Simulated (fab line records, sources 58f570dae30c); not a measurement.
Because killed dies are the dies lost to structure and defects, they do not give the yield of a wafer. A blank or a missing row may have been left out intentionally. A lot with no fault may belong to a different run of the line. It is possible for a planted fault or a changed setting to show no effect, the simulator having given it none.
fab line records	flow berkeley_cmos170	part 1 of 2: steps 1 to 28 of 37
record lots=5	wafers=15	last_day=13
route steps=331 shown GATE@138 PLDD@145 NLDD@158 SPACER@171
lots that met no fault: from a run of the same line without faults
start_h: start of the lot's first displayed wafer, in hours after the record's first day	wait_h: hours from the lot's prior step to this one	" unchanged from the row above	L1.1+2: one row covering several wafers at once	- no value, or no start given	* or withheld: withheld	< > ~ a bound
route shown NAME@n: NAME is a module with steps in the file, n the number in the route of the first one	usual: average and standard deviation across the fault-free wafers	same: alike in all rows	chamber/n: place in a boat	sites: each site's reading	_std_site: how widely they spread, as a standard deviation	_edge_site: mean of outer sites minus mean of inner sites	radius_mm: for every site, how far away it sits from the centre of the wafer	mask NAME#n: copy n	behind: the last tool/chamber to shape the wafer	hold: the reason the lot was held/the length of the hold in hours/how it ended	device: whichever transistor did not switch (one of n, p or np)	end of line: the route-end tests of the same wafers	where a step has no rows: the recipe by itself	killed: count of dies lost to structure and defects at first sort (not the wafer's yield)	map: per-die view of a wafer (x killed, . not killed, _ where there is no die)
set.NAME: the run value of the setting; set.NAME@STEP: its run value at that earlier step	model.NAME: the simulator's own value behind a step, which no gauge read
a table for each step, a row for each wafer; lots at some steps of the route
services: when a tool's chamber went out of use (start_h, in hours from the record's first day, below 0 if earlier), for how many hours, and the reason
## steps
# step UCB170_GATE_CD_MEAS_12
# recipe target_cd_nm=350
# usual cd_nm=349.5/1.3
lot.wafer	tool	chamber	start_h	wait_h	cd_nm
L078.3	cd_sem-02	-	184.73	-	350.6
L078.4	"	-	"	"	350.0
L078.5	"	-	"	"	350.1
L088.1	cd_sem-02	-	232.88	-	349.1
L088.5	"	-	"	"	349.2
L088.6	"	-	"	"	350.5
L092.2	cd_sem-02	-	253.43	-	352.0
L092.3	"	-	"	"	352.4
L092.6	"	-	"	"	350.2
L094.1	cd_sem-02	-	260.64	-	349.4
L094.3	"	-	"	"	350.2
L094.4	"	-	"	"	350.3
L095.2	cd_sem-01	-	276.75	-	350.5
L095.4	"	-	"	"	349.4
L095.6	"	-	"	"	349.6
# step UCB170_GATE_OVL_MEAS_13
# usual GATE_OVL=-3/6
lot.wafer	tool	chamber	start_h	wait_h	GATE_OVL[nm]
L078.3	overlay-02	-	184.82	0.1	-4
L078.4	"	-	"	"	-2
L078.5	"	-	"	"	5
L088.1	overlay-02	-	233.00	0.1	-6
L088.5	"	-	"	"	-2
L088.6	"	-	"	"	-20
L092.2	overlay-01	-	253.54	0.1	0
L092.3	"	-	"	"	6
L092.6	"	-	"	"	-6
L094.1	overlay-02	-	260.76	0.1	-9
L094.3	"	-	"	"	-14
L094.4	"	-	"	"	-4
L095.2	overlay-02	-	276.86	0.1	4
L095.4	"	-	"	"	6
L095.6	"	-	"	"	3
# step UCB170_GATE_ETCH_14
# recipe chemistry=N2/H2	target_depth_a=withheld	overetch_a=withheld	target=BARC	time_s=withheld	source_w=500	bias_w=100	pressure_mtorr=30	n2_flow_sccm=100	h2_flow_sccm=200
# usual drypump_motor_current_A=5.7/0.39	oes_product_au=1.003/0.025	throttle_valve_pct=13.22/0.2
lot.wafer	tool	chamber	start_h	wait_h	drypump_motor_current_A	oes_product_au	throttle_valve_pct
L078.3	rie_diel-02	0	184.85	0.0	5.2	1.012	12.99
L078.4	"	2	"	"	5.8	0.987	13.51
L078.5	"	3	"	"	6.3	0.979	13.04
L088.1	rie_diel-02	0	233.03	0.0	5.2	1.008	12.99
L088.5	"	1	"	"	5.6	1.037	13.21
L088.6	"	2	"	"	5.8	0.984	13.50
L092.2	rie_diel-02	3	253.57	0.0	6.3	0.978	13.03
L092.3	"	2	"	"	5.8	0.985	13.48
L092.6	"	0	"	"	5.2	1.008	13.00
L094.1	rie_diel-04	3	260.80	0.0	5.4	0.996	13.53
L094.3	"	0	"	"	5.5	0.997	13.26
L094.4	"	1	"	"	5.5	1.000	12.90
L095.2	rie_diel-02	0	276.89	0.0	5.2	1.023	12.99
L095.4	"	1	"	"	5.5	1.060	13.22
L095.6	"	3	"	"	6.3	0.986	13.03
# step UCB170_GATE_ETCH_15
# recipe chemistry=HBr/Cl2	target=poly-Si	stop_on=SiO2	over_etch_frac=0.3	icp_w=300	bias_w=150	time_s=56.3	pressure_mtorr=15	HBr_flow_sccm=150	Cl2_flow_sccm=50	target_depth_a=2782
# usual drypump_motor_current_A=5.5/0.56	oes_product_au=0.820/0.012	throttle_valve_pct=26.50/0.25
lot.wafer	tool	chamber	start_h	wait_h	drypump_motor_current_A	oes_product_au	rf_hours_counter_h	throttle_valve_pct
L078.3	rie_si-02	2	184.89	-	4.9	0.806	46	26.81
L078.4	"	3	"	"	6.5	0.818	68	26.29
L078.5	"	3	"	"	6.5	0.816	-	26.29
L088.1	rie_si-02	2	233.07	-	4.9	0.806	47	26.83
L088.5	"	1	"	"	5.0	0.848	-	26.68
L088.6	"	0	"	"	4.8	0.819	-	26.28
L092.2	rie_si-02	1	253.61	-	5.0	0.846	1	26.69
L092.3	"	0	"	"	4.8	0.820	15	26.30
L092.6	"	2	"	"	4.9	0.800	-	26.82
L094.1	rie_si-01	3	260.84	-	5.4	0.808	89	26.85
L094.3	"	2	"	"	5.5	0.818	49	26.20
L094.4	"	0	"	"	5.6	0.814	0	26.28
L095.2	rie_si-01	1	276.93	-	5.9	0.810	31	26.67
L095.4	"	0	"	"	5.6	0.817	0	26.29
L095.6	"	2	"	"	5.5	0.802	-	26.18
# step UCB170_GATE_STRIP_16
# recipe chemistry=O2	power_w=400	pressure_mtorr=3500	platen_temp_c=withheld	o2_flow_sccm=400	overash_fraction=0.5
# usual drypump_motor_current_A=5.5/0.33	oes_product_au=0.724/0.0044
lot.wafer	tool	chamber	start_h	wait_h	drypump_motor_current_A	oes_product_au	rf_hours_counter_h
L078.3	plasma_asher-03	0	184.97	0.1	5.7	0.728	-
L078.4	"	1	"	"	5.3	0.728	-
L078.5	"	1	"	"	5.3	0.725	-
L088.1	plasma_asher-02	0	233.12	0.0	5.9	0.718	53
L088.5	"	1	"	"	5.3	0.728	-
L088.6	"	0	"	"	5.9	0.730	-
L092.2	plasma_asher-02	0	253.66	0.0	5.9	0.725	55
L092.3	"	1	"	"	5.3	0.721	-
L092.6	"	1	"	"	5.3	0.722	-
L094.1	plasma_asher-01	1	260.89	0.0	5.9	0.722	14
L094.3	"	1	"	"	5.9	0.724	-
L094.4	"	0	"	"	5.0	0.725	-
L095.2	plasma_asher-01	1	276.98	0.0	5.8	0.725	15
L095.4	"	0	"	"	5.0	0.719	-
L095.6	"	0	"	"	5.0	0.726	-
# step UCB170_GATE_CD_MEAS_90
# recipe target_cd_nm=350
# usual cd_nm=349.6/1.4
lot.wafer	tool	chamber	start_h	wait_h	cd_nm
L078.3	cd_sem-01	-	185.11	0.1	351.7
L078.4	"	-	"	"	350.1
L078.5	"	-	"	"	350.6
L088.1	cd_sem-01	-	233.22	0.1	348.9
L088.5	"	-	"	"	349.9
L088.6	"	-	"	"	350.8
L092.2	cd_sem-02	-	253.78	0.1	352.6
L092.3	"	-	"	"	351.5
L092.6	"	-	"	"	349.6
L094.1	cd_sem-02	-	260.99	0.1	349.2
L094.3	"	-	"	"	350.6
L094.4	"	-	"	"	350.0
L095.2	cd_sem-02	-	277.10	0.1	351.7
L095.4	"	-	"	"	349.9
L095.6	"	-	"	"	349.6
# step UCB170_GATE_CLEAN_17
# recipe chemistry=SPM	temp_c=120	time_s=600
lot.wafer	tool	chamber	start_h	wait_h
L078.3+4+5	wet_bench-01	0	185.19	0.1
L088.1+5+6	wet_bench-02	1	235.95	2.7
L092.2+3+6	wet_bench-01	0	253.89	0.1
L094.1+3+4	wet_bench-01	0	261.22	0.2
L095.2+4+6	wet_bench-01	2	277.28	0.2
# step UCB170_PLDD_HMDS_00
# recipe prime_time_s=60	prime_temp_c=100
# usual resist_line_temp_C=23.01/0.096
lot.wafer	tool	chamber	start_h	wait_h	resist_line_temp_C
L078.3	litho_track-01	0	185.42	0.1	23.01
L078.4	"	0	"	"	22.92
L078.5	"	0	"	"	23.03
L088.1	litho_track-04	0	236.14	0.0	23.03
L088.5	"	0	"	"	22.95
L088.6	"	0	"	"	23.00
L092.2	litho_track-04	0	254.26	0.2	23.13
L092.3	"	0	"	"	23.03
L092.6	"	0	"	"	22.97
L094.1	litho_track-01	0	261.54	0.1	23.05
L094.3	"	0	"	"	23.03
L094.4	"	0	"	"	23.04
L095.2	litho_track-02	0	277.48	0.0	23.10
L095.4	"	0	"	"	22.82
L095.6	"	0	"	"	22.89
# step UCB170_PLDD_COAT_01
# recipe resist=KrF	spin_rpm=1500	resist_thk_nm=900
# usual resist_line_temp_C=22.98/0.1
lot.wafer	tool	chamber	start_h	wait_h	resist_line_temp_C
L078.3	litho_track-01	0	185.57	0.1	22.79
L078.4	"	0	"	"	22.76
L078.5	"	0	"	"	22.94
L088.1	litho_track-04	0	236.29	0.1	22.91
L088.5	"	0	"	"	22.91
L088.6	"	0	"	"	22.91
L092.2	litho_track-04	0	254.41	0.1	22.92
L092.3	"	0	"	"	22.91
L092.6	"	0	"	"	23.01
L094.1	litho_track-01	0	261.69	0.1	22.82
L094.3	"	0	"	"	22.87
L094.4	"	0	"	"	22.88
L095.2	litho_track-02	0	277.63	0.1	23.02
L095.4	"	0	"	"	22.99
L095.6	"	0	"	"	22.96
# step UCB170_PLDD_SOFTBAKE_02
# recipe resist=KrF	temp_c=130	time_s=60
# usual resist_line_temp_C=22.97/0.099
lot.wafer	tool	chamber	start_h	wait_h	resist_line_temp_C
L078.3	litho_track-01	0	185.72	0.1	22.86
L078.4	"	0	"	"	22.97
L078.5	"	0	"	"	23.16
L088.1	litho_track-04	0	236.44	0.1	22.93
L088.5	"	0	"	"	22.96
L088.6	"	0	"	"	22.93
L092.2	litho_track-04	0	254.56	0.1	22.92
L092.3	"	0	"	"	23.07
L092.6	"	0	"	"	23.18
L094.1	litho_track-01	0	261.84	0.1	22.89
L094.3	"	0	"	"	23.16
L094.4	"	0	"	"	23.10
L095.2	litho_track-02	0	277.78	0.1	23.23
L095.4	"	0	"	"	22.95
L095.6	"	0	"	"	22.92
# step UCB170_PLDD_EXPOSE_03
# recipe mask_id=PSELECT	na=0.5	sigma_outer=0.6	source_shape=conventional	target_cd_nm=1200	dose_mj=30
# same sigma_outer=0.6
lot.wafer	tool	chamber	start_h	wait_h	mask
L078.3+4+5	krf_scanner-01	0	185.98	0.2	PSELECT#0
L088.1+5+6	krf_scanner-01	0	236.72	0.2	PSELECT#0
L092.2+3+6	krf_scanner-02	0	254.71	0.1	PSELECT#0
L094.1+3+4	krf_scanner-02	0	261.99	0.1	PSELECT#0
L095.2+4+6	krf_scanner-01	0	277.93	0.1	PSELECT#0
# step UCB170_PLDD_PEB_04
# recipe peb_temp_c=130	peb_time_s=withheld	resist=KrF
# usual resist_line_temp_C=23.02/0.12
lot.wafer	tool	chamber	start_h	wait_h	resist_line_temp_C
L078.3	litho_track-04	0	186.12	0.1	22.92
L078.4	"	0	"	"	22.91
L078.5	"	0	"	"	22.89
L088.1	litho_track-01	0	237.10	0.4	23.18
L088.5	"	0	"	"	23.01
L088.6	"	0	"	"	23.17
L092.2	litho_track-02	0	255.33	0.6	22.84
L092.3	"	0	"	"	23.07
L092.6	"	0	"	"	22.81
L094.1	litho_track-02	0	262.11	0.1	22.99
L094.3	"	0	"	"	23.04
L094.4	"	0	"	"	22.98
L095.2	litho_track-02	0	278.38	0.4	23.17
L095.4	"	0	"	"	23.20
L095.6	"	0	"	"	23.15
# step UCB170_PLDD_DEVELOP_05
# recipe developer=TMAH	develop_time_s=45	resist=KrF	dev_temp_c=21
# usual resist_line_temp_C=23.00/0.11
lot.wafer	tool	chamber	start_h	wait_h	resist_line_temp_C
L078.3	litho_track-04	0	-	-	22.86
L078.4	"	0	"	"	22.88
L078.5	"	0	"	"	23.08
L088.1	litho_track-01	0	-	-	22.97
L088.5	"	0	"	"	23.04
L088.6	"	0	"	"	23.09
L092.2	litho_track-02	0	-	-	22.90
L092.3	"	0	"	"	23.14
L092.6	"	0	"	"	22.88
L094.1	litho_track-02	0	-	-	23.02
L094.3	"	0	"	"	22.84
L094.4	"	0	"	"	22.82
L095.2	litho_track-02	0	-	-	23.11
L095.4	"	0	"	"	23.07
L095.6	"	0	"	"	23.02
# step UCB170_PLDD_CD_MEAS_06
# recipe target_cd_nm=1200
# usual cd_nm=1200.0/1.3
lot.wafer	tool	chamber	start_h	wait_h	cd_nm
L078.3	cd_sem-01	-	186.39	-	1198.5
L078.4	"	-	"	"	1198.2
L078.5	"	-	"	"	1198.1
L088.1	cd_sem-02	-	237.37	-	1200.6
L088.5	"	-	"	"	1199.9
L088.6	"	-	"	"	1199.1
L092.2	cd_sem-02	-	255.60	-	1198.6
L092.3	"	-	"	"	1198.6
L092.6	"	-	"	"	1198.5
L094.1	cd_sem-02	-	262.38	-	1201.9
L094.3	"	-	"	"	1200.9
L094.4	"	-	"	"	1201.1
L095.2	cd_sem-02	-	278.65	-	1201.6
L095.4	"	-	"	"	1200.8
L095.6	"	-	"	"	1201.7
# step UCB170_PLDD_OVL_MEAS_07
# usual PLDD_OVL=-3/4.9
lot.wafer	tool	chamber	start_h	wait_h	PLDD_OVL[nm]
L078.3	overlay-02	-	186.48	0.1	-6
L078.4	"	-	"	"	-1
L078.5	"	-	"	"	-2
L088.1	overlay-02	-	237.49	0.1	-5
L088.5	"	-	"	"	-5
L088.6	"	-	"	"	-8
L092.2	overlay-02	-	255.71	0.1	0
L092.3	"	-	"	"	-6
L092.6	"	-	"	"	0
L094.1	overlay-01	-	262.50	0.1	1
L094.3	"	-	"	"	-3
L094.4	"	-	"	"	-1
L095.2	overlay-01	-	278.76	0.1	1
L095.4	"	-	"	"	-2
L095.6	"	-	"	"	-1
# step UCB170_PLDD_IMPLANT_08
# recipe species=BF2	dose_cm2=5e+13	energy_kev=10	tilt_deg=7	rotation_deg=0
lot.wafer	tool	chamber	start_h	wait_h
L078.3+4+5	implanter-02	0	186.55	0.1
L088.1+5+6	implanter-03	0	237.53	0.0
L092.2+3+6	implanter-02	0	255.77	0.0
L094.1+3+4	implanter-03	0	262.54	0.0
L095.2+4+6	implanter-03	0	278.81	0.0
# step UCB170_PLDD_IMPLANT_09
# recipe species=BF2	dose_cm2=5e+13	energy_kev=10	tilt_deg=7	rotation_deg=180
lot.wafer	tool	chamber	start_h	wait_h
L078.3+4+5	implanter-02	0	186.70	0.1
L088.1+5+6	implanter-03	0	237.68	0.1
L092.2+3+6	implanter-02	0	255.92	0.1
L094.1+3+4	implanter-03	0	262.69	0.1
L095.2+4+6	implanter-03	0	278.96	0.1
# step UCB170_PLDD_STRIP_10
# recipe chemistry=O2	power_w=400	pressure_mtorr=3500	platen_temp_c=withheld	o2_flow_sccm=400	overash_fraction=0.5
# usual drypump_motor_current_A=5.5/0.3	oes_product_au=0.734/0.0041	strip_time_to_endpoint_s=21.63/0.055
lot.wafer	tool	chamber	start_h	wait_h	drypump_motor_current_A	oes_product_au	rf_hours_counter_h	strip_time_to_endpoint_s
L078.3	plasma_asher-03	1	186.84	0.1	5.3	0.732	-	21.63
L078.4	"	0	"	"	5.8	0.732	-	21.64
L078.5	"	1	"	"	5.3	0.735	-	21.67
L088.1	plasma_asher-03	1	237.83	0.1	5.3	0.732	52	21.70
L088.5	"	1	"	"	5.3	0.731	-	21.66
L088.6	"	0	"	"	5.7	0.737	-	21.67
L092.2	plasma_asher-03	1	256.04	0.1	5.3	0.728	54	21.68
L092.3	"	1	"	"	5.3	0.735	-	21.64
L092.6	"	0	"	"	5.7	0.727	-	21.71
L094.1	plasma_asher-03	1	262.84	0.1	5.3	0.731	55	21.55
L094.3	"	1	"	"	5.3	0.725	-	21.59
L094.4	"	0	"	"	5.7	0.737	-	21.62
L095.2	plasma_asher-03	1	279.09	0.1	5.3	0.732	57	21.62
L095.4	"	1	"	"	5.3	0.733	-	21.57
L095.6	"	0	"	"	5.7	0.736	-	21.62
# step UCB170_PLDD_TW_MEAS_11
# usual PLDD_TW=1012/9.9
lot.wafer	tool	chamber	start_h	wait_h	PLDD_TW
L078.3	film_metro-02	-	186.92	0.1	1032
L078.4	"	-	"	"	1028
L078.5	"	-	"	"	1025
L088.1	film_metro-03	-	237.99	0.1	1008
L088.5	"	-	"	"	1009
L088.6	"	-	"	"	1005
L092.2	film_metro-04	-	256.15	0.1	1005
L092.3	"	-	"	"	1000
L092.6	"	-	"	"	1006
L094.1	film_metro-03	-	262.94	0.1	998
L094.3	"	-	"	"	998
L094.4	"	-	"	"	1001
L095.2	film_metro-04	-	279.20	0.1	1005
L095.4	"	-	"	"	1009
L095.6	"	-	"	"	1008
# step UCB170_PLDD_CLEAN_12
# recipe chemistry=SPM	temp_c=120	time_s=600
lot.wafer	tool	chamber	start_h	wait_h
L078.3+4+5	wet_bench-01	3	186.96	0.0
L088.1+5+6	wet_bench-04	0	238.05	0.1
L092.2+3+6	wet_bench-01	0	256.20	0.0
L094.1+3+4	wet_bench-01	2	263.00	0.1
L095.2+4+6	wet_bench-03	3	279.25	0.0
# step UCB170_NLDD_HMDS_00
# recipe prime_time_s=60	prime_temp_c=100
# usual resist_line_temp_C=22.98/0.11
lot.wafer	tool	chamber	start_h	wait_h	resist_line_temp_C
L078.3	litho_track-04	0	187.20	0.1	22.95
L078.4	"	0	"	"	23.33
L078.5	"	0	"	"	23.08
L088.1	litho_track-03	0	238.22	0.0	22.85
L088.5	"	0	"	"	22.76
L088.6	"	0	"	"	22.68
L092.2	litho_track-01	0	256.40	0.0	22.94
L092.3	"	0	"	"	22.92
L092.6	"	0	"	"	23.03
L094.1	litho_track-03	0	263.17	0.0	22.95
L094.3	"	0	"	"	23.04
L094.4	"	0	"	"	23.02
L095.2	litho_track-01	0	279.45	0.0	22.93
L095.4	"	0	"	"	22.86
L095.6	"	0	"	"	22.84
# step UCB170_NLDD_COAT_01
# recipe resist=KrF	spin_rpm=1500	resist_thk_nm=900
# usual resist_line_temp_C=23.00/0.11
lot.wafer	tool	chamber	start_h	wait_h	resist_line_temp_C
L078.3	litho_track-04	0	187.35	0.1	23.11
L078.4	"	0	"	"	23.12
L078.5	"	0	"	"	23.21
L088.1	litho_track-03	0	238.37	0.1	22.79
L088.5	"	0	"	"	22.91
L088.6	"	0	"	"	22.93
L092.2	litho_track-01	0	256.55	0.1	22.94
L092.3	"	0	"	"	22.97
L092.6	"	0	"	"	22.93
L094.1	litho_track-03	0	263.32	0.1	23.17
L094.3	"	0	"	"	23.12
L094.4	"	0	"	"	23.17
L095.2	litho_track-01	0	279.60	0.1	22.89
L095.4	"	0	"	"	22.88
L095.6	"	0	"	"	22.85
# step UCB170_NLDD_SOFTBAKE_02
# recipe resist=KrF	temp_c=130	time_s=60
# usual resist_line_temp_C=23.01/0.095
lot.wafer	tool	chamber	start_h	wait_h	resist_line_temp_C
L078.3	litho_track-04	0	187.50	0.1	22.90
L078.4	"	0	"	"	22.95
L078.5	"	0	"	"	22.94
L088.1	litho_track-03	0	238.52	0.1	23.00
L088.5	"	0	"	"	22.97
L088.6	"	0	"	"	22.94
L092.2	litho_track-01	0	256.70	0.1	23.03
L092.3	"	0	"	"	23.16
L092.6	"	0	"	"	23.12
L094.1	litho_track-03	0	263.47	0.1	23.03
L094.3	"	0	"	"	23.02
L094.4	"	0	"	"	22.99
L095.2	litho_track-01	0	279.75	0.1	23.11
L095.4	"	0	"	"	23.28
L095.6	"	0	"	"	23.13
# step UCB170_NLDD_EXPOSE_03
# recipe mask_id=NSELECT	na=0.5	sigma_outer=0.6	source_shape=conventional	target_cd_nm=1200	dose_mj=30
# same sigma_outer=0.6
lot.wafer	tool	chamber	start_h	wait_h	mask
L078.3+4+5	krf_scanner-02	0	187.64	0.1	NSELECT#0
L088.1+5+6	krf_scanner-02	0	238.67	0.1	NSELECT#0
L092.2+3+6	krf_scanner-01	0	257.05	0.3	NSELECT#0
L094.1+3+4	krf_scanner-01	0	263.62	0.1	NSELECT#0
L095.2+4+6	krf_scanner-02	0	280.02	0.2	NSELECT#0
# step UCB170_NLDD_PEB_04
# recipe peb_temp_c=130	peb_time_s=withheld	resist=KrF
# usual resist_line_temp_C=22.99/0.1
lot.wafer	tool	chamber	start_h	wait_h	resist_line_temp_C
L078.3	litho_track-04	0	187.77	0.1	23.13
L078.4	"	0	"	"	22.91
L078.5	"	0	"	"	22.96
L088.1	litho_track-04	0	238.79	0.1	23.01
L088.5	"	0	"	"	22.93
L088.6	"	0	"	"	23.15
L092.2	litho_track-01	0	257.17	0.1	22.97
L092.3	"	0	"	"	23.06
L092.6	"	0	"	"	23.11
L094.1	litho_track-03	0	264.07	0.4	22.87
L094.3	"	0	"	"	22.81
L094.4	"	0	"	"	22.77
L095.2	litho_track-03	0	280.41	0.4	22.88
L095.4	"	0	"	"	23.08
L095.6	"	0	"	"	23.07
# step UCB170_NLDD_DEVELOP_05
# recipe developer=TMAH	develop_time_s=45	resist=KrF	dev_temp_c=21
# usual resist_line_temp_C=23.00/0.098
lot.wafer	tool	chamber	start_h	wait_h	resist_line_temp_C
L078.3	litho_track-04	0	-	-	22.86
L078.4	"	0	"	"	22.85
L078.5	"	0	"	"	22.97
L088.1	litho_track-04	0	-	-	22.83
L088.5	"	0	"	"	22.90
L088.6	"	0	"	"	23.02
L092.2	litho_track-01	0	-	-	23.06
L092.3	"	0	"	"	23.04
L092.6	"	0	"	"	23.15
L094.1	litho_track-03	0	-	-	22.97
L094.3	"	0	"	"	23.17
L094.4	"	0	"	"	23.07
L095.2	litho_track-03	0	-	-	23.16
L095.4	"	0	"	"	22.93
L095.6	"	0	"	"	23.07
# step UCB170_NLDD_CD_MEAS_06
# recipe target_cd_nm=1200
# usual cd_nm=1200.6/1.5
lot.wafer	tool	chamber	start_h	wait_h	cd_nm
L078.3	cd_sem-02	-	188.04	-	1199.4
L078.4	"	-	"	"	1200.2
L078.5	"	-	"	"	1201.2
L088.1	cd_sem-01	-	239.06	-	1199.6
L088.5	"	-	"	"	1200.7
L088.6	"	-	"	"	1201.1
L092.2	cd_sem-01	-	257.44	-	1200.4
L092.3	"	-	"	"	1201.7
L092.6	"	-	"	"	1201.2
L094.1	cd_sem-01	-	264.35	-	1201.2
L094.3	"	-	"	"	1199.3
L094.4	"	-	"	"	1201.4
L095.2	cd_sem-01	-	280.68	-	1198.5
L095.4	"	-	"	"	1198.6
L095.6	"	-	"	"	1199.4
# step UCB170_NLDD_OVL_MEAS_07
# usual NLDD_OVL=4/5.8
lot.wafer	tool	chamber	start_h	wait_h	NLDD_OVL[nm]
L078.3	overlay-01	-	188.13	0.1	-2
L078.4	"	-	"	"	3
L078.5	"	-	"	"	4
L088.1	overlay-01	-	239.18	0.1	9
L088.5	"	-	"	"	12
L088.6	"	-	"	"	9
L092.2	overlay-02	-	257.55	0.1	13
L092.3	"	-	"	"	6
L092.6	"	-	"	"	9
L094.1	overlay-02	-	264.47	0.1	8
L094.3	"	-	"	"	13
L094.4	"	-	"	"	5
L095.2	overlay-01	-	280.78	0.1	9
L095.4	"	-	"	"	13
L095.6	"	-	"	"	11
